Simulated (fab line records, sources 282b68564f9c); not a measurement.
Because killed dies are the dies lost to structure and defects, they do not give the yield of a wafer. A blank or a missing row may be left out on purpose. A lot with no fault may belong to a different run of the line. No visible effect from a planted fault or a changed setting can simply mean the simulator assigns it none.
Split-lot study	flow rit_cmos	on a route of 202 steps: 5 lots, 23 wafers read

ON THE SPLIT
At RIT_ACTIVE_COAT_06 (resist thk 1000 nm), the setting resist_thk_nm was moved away from the recipe's 1000 nm on 6 of the 23 wafers read, by -5.4% to -3.9%. For the rest of the wafers, this setting stayed at what the recipe calls for.

FROM THE SPLIT TO THE READING: what the file shows between them, 3 steps
- RIT_ACTIVE_DEVELOP_10: develop time 50 s (also split here: develop_time_s)
- RIT_ACTIVE_CD_MEAS_11: target cd 1400 nm
- RIT_ACTIVE_HARDBAKE_12: time 60 s

THE READING
NOVOLAK_of_ACTIVE_COAT_06.thk_nm (the simulator's own value, which no gauge read), in nm, at RIT_ACTIVE_ETCH_13 (etches Si3N4 in SF6, stops on SiO2, time 210 s, target depth 210 nm). There is no usual value for it anywhere in the file. Across the 17 wafers here that went through the recipe, the average is 655.0 nm and the standard deviation 3.2 nm.

wafer	tool, chamber at the split	resist_thk_nm as run, nm	against the recipe	NOVOLAK_of_ACTIVE_COAT_06.thk_nm, nm	against lot-mates on the recipe
L074.1	litho_track-01, 0	1000	recipe	654.1	-
L074.2	litho_track-01, 0	1000	recipe	659.3	-
L074.4	litho_track-01, 0	1000	recipe	652.9	-
L074.5	litho_track-01, 0	1000	recipe	655.9	-
L074.6	litho_track-01, 0	1000	recipe	659.6	-
L076.1	litho_track-02, 0	1000	recipe	649.9	-
L076.2	litho_track-02, 0	1000	recipe	652.7	-
L076.5	litho_track-02, 0	1000	recipe	650	-
L078.1	litho_track-03, 0	1000	recipe	653.8	-
L078.2	litho_track-03, 0	1000	recipe	661	-
L078.4	litho_track-03, 0	946	-5.4%	613.8	-43.6
L078.5	litho_track-03, 0	946	-5.4%	610.9	-46.5
L078.6	litho_track-03, 0	946	-5.4%	608	-49.4
L083.1	litho_track-01, 0	960.7	-3.9%	617.6	-38.6
L083.2	litho_track-01, 0	1000	recipe	658.3	-
L083.3	litho_track-01, 0	960.7	-3.9%	620.4	-35.8
L083.4	litho_track-01, 0	960.7	-3.9%	621	-35.2
L083.6	litho_track-01, 0	1000	recipe	654.1	-
L084.1	litho_track-01, 0	1000	recipe	651.5	-
L084.2	litho_track-01, 0	1000	recipe	656.6	-
L084.3	litho_track-01, 0	1000	recipe	653.1	-
L084.4	litho_track-01, 0	1000	recipe	656.9	-
L084.5	litho_track-01, 0	1000	recipe	655	-

FIT RESULTS
A straight line over all 23 wafers: NOVOLAK_of_ACTIVE_COAT_06.thk_nm changes by +8.43 nm for each +1% of resist_thk_nm; r = +0.99; the points scatter about the line by 3.2 nm.
The same after taking each lot's own level away (the mean of its wafers on the recipe; 23 wafers): +8.83 nm for each +1%; r = +0.99; scatter 2.5 nm.
The reading moves by 48 nm for the largest change in resist_thk_nm, on that fit.
From 650.87 to 657.40 nm: that is the span of the lots' own levels, equal to 2.0 times the standard deviation above.
So the lot-to-lot level changes the slope little: the two slopes agree.
Check: for one of the wafers moved furthest among these (-5.4%), held out of the fit, the line's prediction against its lot-mates is -48.9 nm. Against them it came out at -43.6 nm.

OTHER SPLITS APPLIED TO THESE WAFERS
Before the reading, these wafers also passed through other splits. Each is held against what the fit with the lots' levels taken away leaves over:
other split on the same wafers	wafers away from the commonest value	r with NOVOLAK_of_ACTIVE_COAT_06.thk_nm (lot level and that fit taken away)
RIT_ACTIVE_DEVELOP_10 develop_time_s	6	-0.16

THE WHOLE CHAIN: every reading that the file lists as answering this split, in the file's order
step	what it does	reading	change (the file's fit)	r (the file's)
RIT_ACTIVE_COAT_06	resist thk 1000 nm	NOVOLAK_of_ACTIVE_COAT_06.thk_nm (the simulator's own value, which no gauge read)	+10.1 nm for each +1% of the setting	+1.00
RIT_ACTIVE_HARDBAKE_12	time 60 s	NOVOLAK_of_ACTIVE_COAT_06.thk_nm (the simulator's own value, which no gauge read)	+8.86 nm for each +1% of the setting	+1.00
RIT_ACTIVE_ETCH_13	etches Si3N4 in SF6, stops on SiO2, time 210 s, target depth 210 nm	NOVOLAK_of_ACTIVE_COAT_06.thk_nm (the simulator's own value, which no gauge read)	+8.85 nm for each +1% of the setting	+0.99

THE FILE'S OWN FIT
NOVOLAK_of_ACTIVE_COAT_06.thk_nm changes by +8.85 nm for each +1% of resist_thk_nm, r = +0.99.
